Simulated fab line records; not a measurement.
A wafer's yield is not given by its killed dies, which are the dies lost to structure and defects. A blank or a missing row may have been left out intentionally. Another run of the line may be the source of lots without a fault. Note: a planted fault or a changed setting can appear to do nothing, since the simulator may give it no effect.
Check of tool commonality -- flow ritCmos -- Sample size 15 lots and 45 wafers

WHY IT WAS OPENED
RIT_WELLDRIVE_RS_MEAS_02, reading PWELL_RS: flagged on 3 of 15 lots. No-fault wafers: 430.1 ohm/sq, standard deviation 1.1.
Rule: a lot is flagged in two cases, either no wafer of it has a number, or all its wafers with numbers fall more than 4 standard deviations from that mean. As for the other lots, they are considered sound.

lot,measured,on,"PWELL_RS (ohm/sq), wafer by wafer",flag
L319,day 2 05:58,filmMetro-01,430.6 430.6 429.4,
L320,day 2 11:02,filmMetro-01,429.3 430.0 430.6,
L321,day 2 14:34,filmMetro-03,431.0 429.1 429.9,
L322,day 2 18:50,filmMetro-02,431.1 429.3 431.6,
L323,day 3 08:29,filmMetro-01,430.0 431.3 430.4,
L324,day 3 13:34,filmMetro-02,430.1 428.5 428.7,
L326,day 4 00:32,filmMetro-03,430.4 431.4 429.5,
L327,day 4 02:02,filmMetro-03,431.3 431.5 430.0,
L328,day 4 07:07,filmMetro-01,443.4 444.3 444.6,FLAGGED
L329,day 4 07:11,filmMetro-03,445.5 445.8 445.2,FLAGGED
L331,day 4 20:34,filmMetro-02,445.2 443.5 445.0,FLAGGED
L335,day 5 14:55,filmMetro-03,431.8 430.9 430.1,
L337,day 5 23:13,filmMetro-03,430.8 429.3 430.4,
L340,day 6 14:49,filmMetro-02,430.3 430.4 429.5,
L341,day 6 19:33,filmMetro-02,429.1 429.9 428.5,
On average the flagged lots' numbers are 444.7 ohm/sq, which is +14.6 ohm/sq against the usual, or +13 standard deviations.

WHICH TOOL RAN EACH LOT
Before the reading, the record contains 2 process steps out of a 202-step route. Cell contents, in order: the tool; ch with the chambers the sampled wafers went through; the start.
lot,flag,RIT_NWELL_STRIP_09,RIT_PWELL_IMPLANT_08
L319,,"plasmaAsher-03 ch 0,1, day 1 22:58","implanter-04 ch 0, day 2 00:23"
L320,,"plasmaAsher-01 ch 0,1, day 2 03:27","implanter-03 ch 0, day 2 05:04"
L321,,"plasmaAsher-03 ch 0,1, day 2 07:27","implanter-01 ch 0, day 2 08:58"
L322,,"plasmaAsher-01 ch 0,1, day 2 11:44","implanter-01 ch 0, day 2 13:09"
L323,,"plasmaAsher-04 ch 1, day 2 19:38","implanter-04 ch 0, day 2 21:02"
L324,,"plasmaAsher-03 ch 0,1, day 3 03:58","implanter-04 ch 0, day 3 05:22"
L326,,"plasmaAsher-03 ch 0,1, day 3 17:05","implanter-01 ch 0, day 3 18:37"
L327,,"plasmaAsher-03 ch 0,1, day 3 18:57","implanter-03 ch 0, day 3 20:27"
L328,FLAGGED,"plasmaAsher-01 ch 0,1, day 3 20:35","implanter-04 ch 0, day 3 22:07"
L329,FLAGGED,"plasmaAsher-04 ch 0,1, day 4 00:11","implanter-04 ch 0, day 4 01:36"
L331,FLAGGED,"plasmaAsher-03 ch 0, day 4 12:11","implanter-04 ch 0, day 4 13:44"
L335,,"plasmaAsher-03 ch 1, day 5 07:02","implanter-03 ch 0, day 5 08:38"
L337,,"plasmaAsher-03 ch 1, day 5 16:06","implanter-03 ch 0, day 5 17:38"
L340,,"plasmaAsher-01 ch 0,1, day 6 07:42","implanter-01 ch 0, day 6 09:06"
L341,,"plasmaAsher-03 ch 0,1, day 6 12:35","implanter-03 ch 0, day 6 13:59"
These steps, and what they do:
- RIT_NWELL_STRIP_09: strips in O2, time 180 s.
- RIT_PWELL_IMPLANT_08
- RIT_WELLDRIVE_RS_MEAS_02: measures by four-point-probe.

FLAGGED OVER TOTAL, TOOL BY TOOL (the gauges that took the reading come last)
step,tool,lots run,flagged,share of the flagged lots,sound lots run after its first flagged lot
RIT_NWELL_STRIP_09,plasmaAsher-01,4,1,some,1 (L340)
RIT_NWELL_STRIP_09,plasmaAsher-03,9,1,some,"3 (L335,L337,L341)"
RIT_NWELL_STRIP_09,plasmaAsher-04,2,1,some,0
RIT_PWELL_IMPLANT_08,implanter-01,4,0,none,-
RIT_PWELL_IMPLANT_08,implanter-03,5,0,none,-
RIT_PWELL_IMPLANT_08,implanter-04,6,3,all,0
RIT_WELLDRIVE_RS_MEAS_02,filmMetro-01,4,1,some,0
RIT_WELLDRIVE_RS_MEAS_02,filmMetro-02,5,1,some,"2 (L340,L341)"
RIT_WELLDRIVE_RS_MEAS_02,filmMetro-03,6,1,some,"2 (L335,L337)"

WHAT THE TABLE ALLOWS
In the table, 1 row covers all flagged lots: implanter-04 at RIT_PWELL_IMPLANT_08.
- implanter-04 at RIT_PWELL_IMPLANT_08: 3 of its 6 lots flagged. Last sound lot L324 at day 3 05:22, first flagged lot L328 at day 3 22:07; a fault beginning in between fits. Its own readings lie more than 4 standard deviations out on every wafer of the flagged lots: doseIonsCm2.
One tool is left: implanter-04 at RIT_PWELL_IMPLANT_08.

WHAT THE SIMULATOR HAD PUT IN
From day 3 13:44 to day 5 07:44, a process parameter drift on implanter-04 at RIT_PWELL_IMPLANT_08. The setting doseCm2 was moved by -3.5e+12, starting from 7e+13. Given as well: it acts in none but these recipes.
Shown lots that were struck: L328, L329, L331. Same finding as the rule above.
